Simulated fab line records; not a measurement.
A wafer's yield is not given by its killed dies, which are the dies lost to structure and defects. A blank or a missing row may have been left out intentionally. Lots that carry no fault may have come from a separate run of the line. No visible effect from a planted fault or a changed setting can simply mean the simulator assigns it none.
Which tool is to blame? | flow berkeley-cmos170 | 14 lots with 42 wafers sampled at 6 steps, on a route of 331 steps

== WHAT THE GAUGES SHOWED, per wafer ==
UCB170_PSD_OVL_MEAS_07.
lot  | measured     | on         | PSD_OVL (nm)
L716 | day 6 17:37  | overlay-02 | 9 8 9
L717 | day 6 17:44  | overlay-01 | 0 8 2
L715 | day 6 17:52  | overlay-02 | 8 5 3
L718 | day 7 01:16  | overlay-01 | 3 -2 6
L719 | day 7 01:23  | overlay-02 | -3 -6 -5
L722 | day 8 04:50  | overlay-02 | 3 7 4
L723 | day 8 05:16  | overlay-01 | 0 -3 1
L721 | day 8 05:32  | overlay-01 | -8 -4 -4
L726 | day 8 18:37  | overlay-02 | 2 7 -2
L727 | day 8 18:47  | overlay-02 | 1 2 -1
L729 | day 9 16:51  | overlay-02 | -1 3 -1
L735 | day 10 16:07 | overlay-01 | -4 2 5
L737 | day 11 04:53 | overlay-01 | -2 -2 7
L738 | day 11 14:53 | overlay-01 | 6 5 -3

UCB170_V1_BOW_MEAS_03.
lot  | measured     | on            | V1_BOW (um)
L716 | day 7 14:57  | film-metro-01 | 13 19 25
L717 | day 7 14:57  | film-metro-04 | 21 11 33
L715 | day 7 15:14  | film-metro-04 | 18 14 32
L718 | day 7 21:23  | film-metro-03 | 17 19 20
L719 | day 7 21:26  | film-metro-04 | 14 20 20
L722 | day 9 00:56  | film-metro-04 | 14 16 24
L723 | day 9 00:55  | film-metro-03 | 17 19 11
L721 | day 9 01:14  | film-metro-04 | 24 15 16
L726 | day 9 13:58  | film-metro-04 | 13 10 9
L727 | day 9 14:00  | film-metro-01 | 18 7 11 - - -
L729 | day 10 08:10 | film-metro-04 | 7 17 12 - - -
L735 | day 11 10:11 | film-metro-03 | 29 13 22
L737 | day 11 22:17 | film-metro-04 | 17 30 19
L738 | day 12 13:04 | film-metro-03 | 20 27 25

UCB170_V1_THK_MEAS_04.
lot  | measured     | on            | V1_POLISHED_THK (nm)
L716 | day 7 15:04  | film-metro-01 | 999.9 998.6 999.5
L717 | day 7 15:04  | film-metro-04 | 1000.1 1000.9 999.7
L715 | day 7 15:21  | film-metro-04 | 999.2 1000.1 999.5
L718 | day 7 21:31  | film-metro-03 | 999.1 999.4 999.2
L719 | day 7 21:32  | film-metro-04 | 999.4 1000.8 1000.8
L722 | day 9 01:02  | film-metro-04 | 1000.8 1000.6 997.5
L723 | day 9 01:02  | film-metro-03 | 998.8 1001.8 1001.3
L721 | day 9 01:20  | film-metro-04 | 1000.3 1001.9 1001.4
L726 | day 9 14:04  | film-metro-04 | 1000.8 999.4 1002.3
L729 | day 10 13:32 | film-metro-04 | 925.2 925.1 925.6 925.1 924.7 925.9
L735 | day 11 10:19 | film-metro-03 | 1002.1 999.3 1002.4
L737 | day 11 22:25 | film-metro-04 | 1000.5 1000.1 999.2
L738 | day 12 13:11 | film-metro-03 | 999.9 998.0 1000.6

UCB170_M2_THK_MEAS_03: measures by xrf.
lot  | measured     | on            | M2_AL_THK (nm)
L716 | day 7 18:23  | film-metro-02 | 908 899 899
L717 | day 7 18:22  | film-metro-04 | 894 886 893
L715 | day 7 18:33  | film-metro-01 | 878 867 871
L718 | day 8 01:53  | film-metro-02 | 898 901 907
L719 | day 8 01:37  | film-metro-01 | 898 897 898
L722 | day 9 02:59  | film-metro-04 | 907 907 909
L723 | day 9 03:14  | film-metro-01 | 906 901 886
L721 | day 9 03:51  | film-metro-04 | 924 907 913
L726 | day 9 16:59  | film-metro-01 | 888 883 896
L735 | day 11 13:13 | film-metro-01 | 894 897 901
L737 | day 12 01:36 | film-metro-02 | 899 902 904
L738 | day 12 15:39 | film-metro-01 | 904 905 914

UCB170_M3_OVL_MEAS_16.
lot  | measured     | on         | M3_OVL (nm)
L716 | day 8 03:08  | overlay-02 | -2 -2 -5
L717 | day 8 02:35  | overlay-01 | -10 -6 -14
L715 | day 8 03:11  | overlay-01 | 4 -7 4
L718 | day 8 10:57  | overlay-02 | -5 -16 -8
L719 | day 8 10:10  | overlay-02 | 1 4 2
L722 | day 9 13:18  | overlay-02 | 5 -9 -5
L723 | day 9 13:45  | overlay-02 | -2 -3 -8
L721 | day 9 14:40  | overlay-01 | -8 -3 -1
L726 | day 9 23:59  | overlay-02 | 2 -7 1
L735 | day 12 00:46 | overlay-01 | 0 -3 1
L737 | day 12 09:21 | overlay-01 | 8 4 11
L738 | day 12 23:57 | overlay-01 | -6 -9 -4

== WHAT TOOL EACH LOT RAN ON (gives the tool, then ch and the chambers of the sampled wafers, and finally the start) ==
lot  | UCB170_V1_CMP_02
L716 | cmp-01 ch 0,2,3, day 7 14:38
L717 | cmp-02 ch 0,1,2, day 7 14:41
L715 | cmp-02 ch 0,2,3, day 7 14:59
L718 | cmp-02 ch 1,2,3, day 7 21:05
L719 | cmp-01 ch 0,2,3, day 7 21:05
L722 | cmp-02 ch 1,2,3, day 9 00:38
L723 | cmp-01 ch 0,1,2, day 9 00:43
L721 | cmp-01 ch 0,1,3, day 9 01:04
L726 | cmp-01 ch 0,2, day 9 13:41
L727 | cmp-02 ch 0,1,2, day 9 13:44
L729 | cmp-02 ch 0,2,3, day 10 07:54
L735 | cmp-01 ch 0,1,2, day 11 10:02
L737 | cmp-01 ch 0,1,3, day 11 22:02
L738 | cmp-01 ch 1,2,3, day 12 12:46
- UCB170_V1_CMP_02: polishes SiO2.

== WHAT THE TOOLS THEMSELVES READ (means of the sampled wafers that have a number; where no wafer has one, the mark that the record gives instead) ==
UCB170_V1_CMP_02.
lot  | tool   | motor-current-A (A)
L716 | cmp-01 | 16.3
L717 | cmp-02 | 15.5
L715 | cmp-02 | 15.8
L718 | cmp-02 | 15.6
L719 | cmp-01 | 16.5
L722 | cmp-02 | 15.2
L723 | cmp-01 | 16.8
L721 | cmp-01 | 15.8
L726 | cmp-01 | 17.8
L727 | cmp-02 | 15.5
L729 | cmp-02 | 16.0
L735 | cmp-01 | 17.0
L737 | cmp-01 | 15.7
L738 | cmp-01 | 15.3

== THE ANSWER, worked out from the rows above alone ==
Rule: the usual values come from the lots themselves. Put in order of their means at a reading, lots are off if they are a third of the lots or fewer, leave a main group of 4 or more, and stand apart from it by a gap of 3 or more times the standard deviation of the main group's means; of several such gaps the widest counts. If all means in a main group match to the digits the tables above print for the reading, that group is not used. Also off: a lot with no number at a reading for which 4 or more lots have one. Any other lot the step has rows for is counted as sound. After the gauges, taken in route order, come the tools' own readings; for these a lot's mean is taken, as printed above. At the first step where some lot is off, the reading lying furthest off is the one used; lots without a number count as furthest.
Off: L729, at UCB170_V1_THK_MEAS_04 (V1_POLISHED_THK). The main group has a mean of 1000.1 nm with a standard deviation of 0.69. Neither off nor sound, because the step has no rows for them: L727.
A tool fits if, at a process step before that reading, it ran every lot that is off, and no sound lot after the first of them. The gauges at UCB170_V1_THK_MEAS_04 are tried like those tools. One fits: cmp-02 at UCB170_V1_CMP_02. Its last sound lot is L722 (day 9 00:38), its first lot that is off L729 (day 10 07:54): a fault that began between those two fits.

== WHAT THE SIMULATOR HAD PUT IN ==
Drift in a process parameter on cmp-02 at UCB170_V1_CMP_02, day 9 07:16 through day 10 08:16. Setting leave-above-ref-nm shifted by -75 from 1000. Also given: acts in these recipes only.
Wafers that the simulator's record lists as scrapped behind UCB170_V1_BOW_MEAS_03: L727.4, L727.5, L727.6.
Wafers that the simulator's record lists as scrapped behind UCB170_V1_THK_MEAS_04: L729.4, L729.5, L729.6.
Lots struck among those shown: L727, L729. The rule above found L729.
